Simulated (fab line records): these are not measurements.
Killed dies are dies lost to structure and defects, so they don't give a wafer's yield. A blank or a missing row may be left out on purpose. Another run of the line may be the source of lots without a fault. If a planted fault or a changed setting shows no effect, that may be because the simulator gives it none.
Matching of chambers -- flow berkeley cmos170 -- UCB170_ZERO_ETCH_06 on rie diel-04: 4 sister chambers
The step etches SiO2 in CHF3/CF4/Ar, time 12 s. 22 wafers are shown with their chamber, then 11 later ones without.

== WAFERS PAIRED WITH THEIR CHAMBERS ==
wafer,chamber,drypump motor current A (A),throttle valve pct (%),oes product au (a.u.)
L074.2,2,6.18,9.28,0.614
L074.3,3,5.88,9.42,0.638
L074.5,1,5.86,9.40,0.612
L075.1,1,5.83,9.42,0.606
L075.2,3,5.85,9.42,0.639
L075.5,0,5.68,9.35,0.619
L078.2,1,5.84,9.42,0.610
L078.4,0,5.69,9.34,0.622
L078.6,3,5.84,9.41,0.635
L079.1,2,6.17,9.30,0.615
L079.3,0,5.68,9.34,0.623
L079.5,0,5.66,9.37,0.616
L081.3,0,5.66,9.37,0.620
L081.5,2,6.14,9.29,0.610
L081.6,3,5.85,9.40,0.639
L083.1,3,5.87,9.40,0.633
L083.4,0,5.69,9.35,0.623
L083.5,3,5.92,9.42,0.638
L085.1,2,6.20,9.30,0.614
L085.2,1,5.85,9.41,0.608
L085.5,2,6.18,9.29,0.614
L092.3,0,5.66,9.36,0.623

SIGNATURES (means of the wafers above)
reading,chamber 0,chamber 1,chamber 2,chamber 3,scatter within a chamber
drypump motor current A,5.6743,5.8450,6.1740,5.8683,0.0209
throttle valve pct,9.3543,9.4125,9.2920,9.4117,0.0106
oes product au,0.62086,0.60900,0.61340,0.63700,0.00245
Rule: a wafer lies at a distance from a chamber equal to the root of the sum of squares, over the readings, of (its reading less the chamber's mean, divided by the reading's scatter). If the next closest chamber is less than 2 further off than the closest, the wafer can't be placed; otherwise it belongs to the closest. The scatter: the root of (the sum of the squares of (reading less its chamber's mean) over the shown wafers, divided by (wafers less chambers)).

== WAFERS WITH NO CHAMBER GIVEN ==
wafer,drypump motor current A (A),throttle valve pct (%),oes product au (a.u.)
L092.4,6.16,9.31,0.612
L092.5,5.88,9.40,0.634
L093.1,5.68,9.35,0.615
L093.2,5.82,9.41,0.607
L093.5,5.89,9.41,0.637
L095.1,5.69,9.35,0.620
L095.2,5.89,9.41,0.636
L095.3,5.83,9.42,0.606
L096.1,5.85,9.41,0.617
L096.3,6.15,9.29,0.615
L096.5,5.85,9.43,0.611

== THE CHAMBER EACH PASSED THROUGH ==
wafer,from the rows above,in truth
L092.4,2,2
L092.5,3,3
L093.1,0,0
L093.2,1,1
L093.5,3,3
L095.1,0,0
L095.2,3,3
L095.3,1,1
L096.1,1,1
L096.3,2,2
L096.5,1,1
Correct placement for 11 of the 11. From these rows, 0 cannot be placed. Number placed wrongly: 0.
